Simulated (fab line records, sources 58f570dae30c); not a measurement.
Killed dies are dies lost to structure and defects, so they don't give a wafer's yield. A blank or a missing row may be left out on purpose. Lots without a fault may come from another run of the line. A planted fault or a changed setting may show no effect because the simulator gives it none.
Split-lot experiment | flow berkeley_cmos170 | 5 lots, 23 wafers read, on a route of 331 steps

THE SPLIT
At UCB170_CONTACT_PEB_13, the setting peb_temp_c was moved away from the recipe's 130 C on 8 of the 23 wafers read, by -2.1% to +2.9%. The other wafers ran this setting at the recipe's value.

FROM THE SPLIT TO THE READING: what the file shows between them, 5 steps
- UCB170_CONTACT_DEVELOP_14: develop time 45 s
- UCB170_CONTACT_CD_MEAS_15: target cd 700 nm
- UCB170_CONTACT_ETCH_17: etches BARC in N2/H2 (also split here: source_w)
- UCB170_CONTACT_ETCH_18: etches PSG in CHF3/CF4/Ar, stops on TiSi2, target depth 840 nm, time 195 s
- UCB170_CONTACT_STRIP_19: strips in O2

THE READING
cd_nm, in nm, at UCB170_CONTACT_CD_MEAS_90 (target cd 700 nm). Fault-free wafers of this fab line usually give 700.3 nm, standard deviation 1.6 nm.

wafer  | tool, chamber at the split | peb_temp_c as run, C | against the recipe | cd_nm, nm | against lot-mates on the recipe
L077.1 | litho_track-01, 0          | 130                  | recipe             | 701.7     | -
L077.2 | litho_track-01, 0          | 132.4                | +1.8%              | 716.2     | +15.4
L077.4 | litho_track-01, 0          | 130                  | recipe             | 700.3     | -
L077.5 | litho_track-01, 0          | 132.4                | +1.8%              | 717.2     | +16.4
L077.6 | litho_track-01, 0          | 130                  | recipe             | 700.5     | -
L080.1 | litho_track-01, 0          | 133.8                | +2.9%              | 720.8     | +18.8
L080.2 | litho_track-01, 0          | 130                  | recipe             | 703.0     | -
L080.4 | litho_track-01, 0          | 130                  | recipe             | 701.1     | -
L080.5 | litho_track-01, 0          | 133.8                | +2.9%              | 723.7     | +21.7
L080.6 | litho_track-01, 0          | 133.8                | +2.9%              | 720.1     | +18.1
L082.1 | litho_track-01, 0          | 130                  | recipe             | 702.9     | -
L082.3 | litho_track-01, 0          | 130                  | recipe             | 702.7     | -
L082.4 | litho_track-01, 0          | 127.3                | -2.1%              | 682.9     | -19.9
L082.5 | litho_track-01, 0          | 127.3                | -2.1%              | 681.8     | -21.0
L082.6 | litho_track-01, 0          | 127.3                | -2.1%              | 682.3     | -20.5
L085.1 | litho_track-01, 0          | 130                  | recipe             | 699.0     | -
L085.2 | litho_track-01, 0          | 130                  | recipe             | 698.5     | -
L085.3 | litho_track-01, 0          | 130                  | recipe             | 697.4     | -
L085.4 | litho_track-01, 0          | 130                  | recipe             | 698.1     | -
L085.5 | litho_track-01, 0          | 130                  | recipe             | 698.4     | -
L084.1 | litho_track-03, 0          | 130                  | recipe             | 698.7     | -
L084.5 | litho_track-03, 0          | 130                  | recipe             | 702.2     | -
L084.6 | litho_track-03, 0          | 130                  | recipe             | 699.2     | -

THE FIT
A straight line over all 23 wafers: cd_nm changes by +7.95 nm for each +1% of peb_temp_c; r = +0.99; the points scatter about the line by 2 nm.
The same after taking each lot's own level away (the mean of its wafers on the recipe; 23 wafers): +7.99 nm for each +1%; r = +0.98; scatter 2.1 nm.
On that fit, the largest move of peb_temp_c shifts the reading by 23 nm.
The lots' own levels span 698.28 to 702.80 nm, that is 2.8 times the standard deviation above.
So the lot-to-lot level changes the slope little: the two slopes agree.
Check: with one of the wafers moved furthest among these (+2.9%) left out of the fit, the line predicts +23.4 nm for it against its lot-mates. It came out at +18.8 nm against them.

OTHER SPLITS ON THESE WAFERS
These wafers also went through other splits before the reading. Each is held against what the fit with the lots' levels taken away leaves over:
other split on the same wafers      | wafers away from the commonest value | r with cd_nm (lot level and that fit taken away)
UCB170_NWELL_IMPLANT_14 dose_cm2    | 11                                   | +0.26
UCB170_ACTIVE_COAT_08 resist_thk_nm | 7                                    | +0.12
UCB170_GATE_EXPOSE_09 dose_mj       | 8                                    | -0.21
UCB170_GATE_DEVELOP_11 dev_temp_c   | 9                                    | -0.08
UCB170_PLDD_IMPLANT_09 dose_cm2     | 9                                    | +0.40
UCB170_NLDD_IMPLANT_09 dose_cm2     | 6                                    | +0.06
UCB170_PSD_PEB_04 peb_temp_c        | 9                                    | +0.33
UCB170_CONTACT_ETCH_17 source_w     | 7                                    | +0.25

THE WHOLE CHAIN: every reading that the file lists as answering this split, in the file's order
step                      | what it does         | reading                                                        | change (the file's fit)              | r (the file's)
UCB170_CONTACT_CD_MEAS_15 | target cd 700 nm     | cd_nm                                                          | +7.77 nm for each +1% of the setting | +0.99
UCB170_CONTACT_ETCH_17    | etches BARC in N2/H2 | CONTACT.cd_nm (the simulator's own value, which no gauge read) | +7.9 nm for each +1% of the setting  | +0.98
UCB170_CONTACT_CD_MEAS_90 | target cd 700 nm     | cd_nm                                                          | +7.92 nm for each +1% of the setting | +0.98

THE FILE'S OWN FIT
cd_nm changes by +7.92 nm for each +1% of peb_temp_c, r = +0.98.
